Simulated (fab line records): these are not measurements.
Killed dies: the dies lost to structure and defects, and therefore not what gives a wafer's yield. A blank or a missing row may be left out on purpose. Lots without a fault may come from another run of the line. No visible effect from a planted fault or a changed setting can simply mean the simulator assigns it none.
Chamber matching + flow berkeleyCmos170 + wetBench-01 running UCB170_CONTACT_CLEAN_00: 3 sister chambers
The step cleans in SPM, time 600 s. 18 wafers are shown with their chamber, then 6 later ones without.

== WAFERS WITH THEIR CHAMBER ==
| wafer  | chamber | bathGuardTempC (C) | bathHeatDutyPct (%) |
|--------|---------|--------------------|---------------------|
| L343.1 | 3       | 120.6              | 13.7                |
| L343.2 | 3       | 120.3              | 13.8                |
| L343.6 | 3       | 120.5              | 14.2                |
| L344.3 | 1       | 120.9              | 13.5                |
| L344.4 | 1       | 120.7              | 12.5                |
| L344.5 | 1       | 121.5              | 12.3                |
| L345.3 | 1       | 121.0              | 12.6                |
| L345.5 | 1       | 121.0              | 12.6                |
| L345.6 | 1       | 121.0              | 12.8                |
| L348.1 | 0       | 119.9              | 10.7                |
| L348.3 | 0       | 120.1              | 11.0                |
| L348.6 | 0       | 119.8              | 10.6                |
| L346.1 | 0       | 119.7              | 11.4                |
| L346.2 | 0       | 119.9              | 10.5                |
| L346.3 | 0       | 120.0              | 9.4                 |
| L351.1 | 3       | 120.2              | 12.7                |
| L351.4 | 3       | 120.8              | 11.6                |
| L351.6 | 3       | 120.4              | 12.9                |

SIGNATURES (means of the wafers above)
| reading         | chamber 0 | chamber 1 | chamber 3 | scatter within a chamber |
|-----------------|-----------|-----------|-----------|--------------------------|
| bathGuardTempC  | 119.900   | 121.017   | 120.467   | 0.213                    |
| bathHeatDutyPct | 10.600    | 12.717    | 13.150    | 0.713                    |
Rule: for a wafer and a chamber, the distance is found by dividing, reading by reading, the gap between the wafer's reading and the chamber's mean by the reading's scatter, squaring, summing and taking the root. The wafer belongs to the nearest chamber; if the next one is less than 2 further off, it can't be placed. How the scatter is found: for the shown wafers, subtract from each reading the mean of its chamber, square and add these, divide the total by (wafers less chambers), then take the root.

== WAFERS WITHOUT THEIR CHAMBER ==
| wafer  | bathGuardTempC (C) | bathHeatDutyPct (%) |
|--------|--------------------|---------------------|
| L366.2 | 120.6              | 13.0                |
| L366.4 | 121.2              | 11.7                |
| L366.6 | 121.2              | 12.4                |
| L365.1 | 120.0              | 10.8                |
| L365.3 | 120.0              | 11.2                |
| L365.4 | 120.0              | 9.5                 |

== THE CHAMBER EACH PASSED THROUGH ==
| wafer  | from the rows above     | in truth |
|--------|-------------------------|----------|
| L366.2 | can't be placed: 3 or 1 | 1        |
| L366.4 | 1                       | 1        |
| L366.6 | 1                       | 1        |
| L365.1 | 0                       | 0        |
| L365.3 | 0                       | 0        |
| L365.4 | 0                       | 0        |
Placed correctly: 5 of 6. Cannot be placed on the basis of these rows: 1; the candidates contain the true chamber in 1. 0 placed wrongly.
